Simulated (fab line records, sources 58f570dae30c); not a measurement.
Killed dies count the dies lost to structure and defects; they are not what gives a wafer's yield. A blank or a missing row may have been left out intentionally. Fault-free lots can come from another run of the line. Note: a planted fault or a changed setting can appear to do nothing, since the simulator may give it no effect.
Check for tools in common ; flow berkeleyCmos170 ; Sample size 14 lots and 42 wafers

WHY THIS WAS OPENED
2 of 14 lots carry a flag on the reading PWELL_NITRIDE_THK at UCB170_PWELL_THK_MEAS_06. No-fault wafers: 220.3 nm, standard deviation 1.6.
Rule: a lot gets a flag if all its wafers with a number sit over 4 standard deviations from that mean, or if no wafer of it has a number. All remaining lots are regarded as sound.

lot;measured;on;PWELL_NITRIDE_THK (nm), wafer by wafer;flag
L705;day 3 01:26;filmMetro-02;221.0 219.6 222.2;
L707;day 3 04:17;filmMetro-03;221.5 221.5 219.8;
L709;day 3 18:04;filmMetro-04;220.6 220.3 220.4;
L711;day 4 02:41;filmMetro-02;219.2 220.8 219.9;
L710;day 4 06:32;filmMetro-04;445.0 441.9 444.5;FLAGGED
L721;day 5 21:01;filmMetro-02;219.2 221.1 220.0;
L720;day 5 21:02;filmMetro-04;222.2 223.9 225.1;
L718;day 6 00:50;filmMetro-03;444.6 445.1 447.5;FLAGGED
L724;day 6 18:08;filmMetro-03;220.5 221.0 220.9;
L723;day 6 18:08;filmMetro-02;218.8 219.0 219.1;
L725;day 6 23:16;filmMetro-04;218.2 219.1 218.3;
L727;day 7 11:43;filmMetro-02;221.1 220.8 220.5;
L726;day 7 16:39;filmMetro-02;220.1 220.7 219.2;
L728;day 7 16:39;filmMetro-04;218.5 216.4 218.9;
Flagged lots average 444.8 nm: +224.5 nm relative to the usual, that is +99 or more standard deviations.

TOOL THAT RAN EACH LOT
2 process steps preceding the reading are held in the record, out of 331 steps in the route. Every cell lists first the tool, next ch and the chambers used by the sampled wafers, and last the start.
lot;flag;UCB170_ZERO_STRIP_07;UCB170_PWELL_CVD_05
L705;;plasmaAsher-01 ch 0,1, day 1 20:52;lpcvd-02 ch 1, day 2 23:22
L707;;plasmaAsher-04 ch 0,1, day 2 03:17;lpcvd-01 ch 0, day 3 02:23
L709;;plasmaAsher-04 ch 0,1, day 2 13:26;lpcvd-01 ch 0, day 3 16:10
L711;;plasmaAsher-01 ch 0,1, day 2 23:30;lpcvd-02 ch 1, day 4 00:46
L710;FLAGGED;plasmaAsher-02 ch 0,1, day 2 20:35;lpcvd-02 ch 1, day 4 00:46
L721;;plasmaAsher-04 ch 0,1, day 4 23:11;lpcvd-02 ch 0, day 5 19:05
L720;;plasmaAsher-02 ch 0,1, day 4 22:59;lpcvd-02 ch 1, day 5 19:05
L718;FLAGGED;plasmaAsher-04 ch 0,1, day 4 09:59;lpcvd-02 ch 1, day 5 19:05
L724;;plasmaAsher-02 ch 0,1, day 5 17:26;lpcvd-02 ch 0, day 6 16:12
L723;;plasmaAsher-04 ch 0,1, day 5 08:38;lpcvd-02 ch 0, day 6 16:12
L725;;plasmaAsher-04 ch 0,1, day 5 23:29;lpcvd-02 ch 1, day 6 21:20
L727;;plasmaAsher-02 ch 0,1, day 6 07:17;lpcvd-01 ch 1, day 7 07:23
L726;;plasmaAsher-02 ch 0,1, day 6 04:27;lpcvd-01 ch 1, day 7 14:44
L728;;plasmaAsher-01 ch 0,1, day 6 12:25;lpcvd-01 ch 0, day 7 14:44
What these steps do:
- UCB170_ZERO_STRIP_07: strips in O2.
- UCB170_PWELL_CVD_05: deposits Si3N4 from SiH2Cl2/NH3, target thk 220 nm, time 3300 s.
- UCB170_PWELL_THK_MEAS_06

FLAGGED OVER TOTAL, TOOL BY TOOL (the gauges that took the reading come last)
step;tool;lots run;flagged;share of the flagged lots;sound lots run after its first flagged lot
UCB170_ZERO_STRIP_07;plasmaAsher-01;3;0;none;-
UCB170_ZERO_STRIP_07;plasmaAsher-02;5;1;some;4 (L720,L724,L726,L727)
UCB170_ZERO_STRIP_07;plasmaAsher-04;6;1;some;3 (L721,L723,L725)
UCB170_PWELL_CVD_05;lpcvd-01;5;0;none;-
UCB170_PWELL_CVD_05;lpcvd-02;9;2;all;5 (L720,L721,L723,L724,L725)
UCB170_PWELL_THK_MEAS_06;filmMetro-02;6;0;none;-
UCB170_PWELL_THK_MEAS_06;filmMetro-03;3;1;some;1 (L724)
UCB170_PWELL_THK_MEAS_06;filmMetro-04;5;1;some;3 (L720,L725,L728)

WHAT THE TABLE ALLOWS
In the table, 1 row covers all flagged lots: lpcvd-02 at UCB170_PWELL_CVD_05.
- lpcvd-02 at UCB170_PWELL_CVD_05 ran 9 lots, 2 of them flagged. Lots that were sound ran on it after the first flagged one (L720, L721, L723, L724, L725); a persistent fault on the entire tool would not allow that.
Every row of the table either missed a flagged lot or ran a sound lot after the first.

WHAT THE SIMULATOR HAD PUT IN
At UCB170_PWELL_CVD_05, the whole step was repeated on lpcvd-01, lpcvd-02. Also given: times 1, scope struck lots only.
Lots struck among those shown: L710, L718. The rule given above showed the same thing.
